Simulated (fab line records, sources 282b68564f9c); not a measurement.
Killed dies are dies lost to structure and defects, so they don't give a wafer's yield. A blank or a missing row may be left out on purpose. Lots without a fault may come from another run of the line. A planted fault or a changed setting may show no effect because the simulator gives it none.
Problem report in the 8D (eight disciplines) form, filled by code | flow rit_cmos | the parts of the form that need people (team, actions taken, sign-off) are left out

1. THE PROBLEM
GATE_OXIDE_THK at RIT_GATE_THK_MEAS_07 reads a mean of 3.72 nm on 6 wafers of 2 lots; wafers without a fault read 2.77 nm with a standard deviation of 0.053. That is +18 standard deviations from the usual mean.
First seen on wafer L357.2, day 5 10:47, on film_metro-01. The record holds 42 wafers of 14 lots with a number at this step. Rule for "out", or "out of limits": more than 4 standard deviations from the usual mean. The other wafers with a number count as sound.

2. WHAT IT IS AND WHAT IT IS NOT
question                    | is                           | is not
which readings at this step | GATE_OXIDE_THK               | -
which lots                  | L357, L360                   | L345, L346, L349, L350, L351, L352, L353, L355, L356, L358, L361, L366
which wafers of those lots  | all that have a number       | -
read on which gauges        | film_metro-01, film_metro-04 | film_metro-03
when                        | from day 5 10:47             | up to then (27 sound wafers); but 9 sound wafers of L358, L361, L366 came after

3. SUSPECTS, AND WHAT RULES EACH OUT
Counting: a tool at a process step up to the reading stays a suspect if it ran every lot that is out and no sound lot after the first of them.
- the gauge at RIT_GATE_THK_MEAS_07: ruled out. The wafers that are out were read on 2 gauges (film_metro-01, film_metro-04).
- plasma_asher-04 at RIT_PRETRO_STRIP_09 (strips in O2, time 180 s): ruled out as a lasting fault. Sound lots L358, L361, L366 ran on it after its first lot that is out, L357 (day 5 02:44).
- furnace-03 at RIT_GATE_OXIDATION_05 (target thk 3 nm, ox time 270 s): kept. It ran every lot that is out, first L357 (day 5 05:53), and no sound lot after that; its last sound lot up to then is L356 (day 4 22:55).
Left after counting: furnace-03 at RIT_GATE_OXIDATION_05.

4. THE CAUSE (what the simulator had put in)
Process parameter drift: furnace-03, from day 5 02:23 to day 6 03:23, at RIT_GATE_OXIDATION_05. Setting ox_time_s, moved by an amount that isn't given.
Counting left only this tool.

5. THE CHAIN OF EFFECTS, in route order
Each row: a reading whose mean over the struck wafers that have a number lies more than 3 standard deviations from the usual. Only readings for which the record gives a usual standard deviation are gone through. hours: the time from each lot's start at the first step in this table that gives one to its start at this step, as a median over the lots. sigmas: the change in usual standard deviations.
hours | step                 | reading        | usual   | on struck wafers | change | sigmas
0     | RIT_GATE_THK_MEAS_07 | GATE_OXIDE_THK | 2.77 nm | 3.72             | +0.95  | +18
Later measuring or inspecting steps at which every struck wafer that the step has a row for has a number for every such reading, and none has moved that far: RIT_NLDD_OVL_MEAS_06, RIT_SILICIDE_THK_MEAS_03.

6. WHAT WOULD HAVE CAUGHT IT SOONER
In this record the first reading out of limits at a measuring or inspecting step was taken at day 5 10:47, 8 hours after the fault began at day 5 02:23.
Of the tool readings at RIT_GATE_OXIDATION_05 for which the record gives a usual standard deviation, none was out on any struck wafer, so an alarm limit of 4 standard deviations on them would not have fired.
Of the lots that are out (2), L360 began RIT_GATE_OXIDATION_05 on furnace-03 after day 5 10:47. A hold on the tool at that time would have spared it.
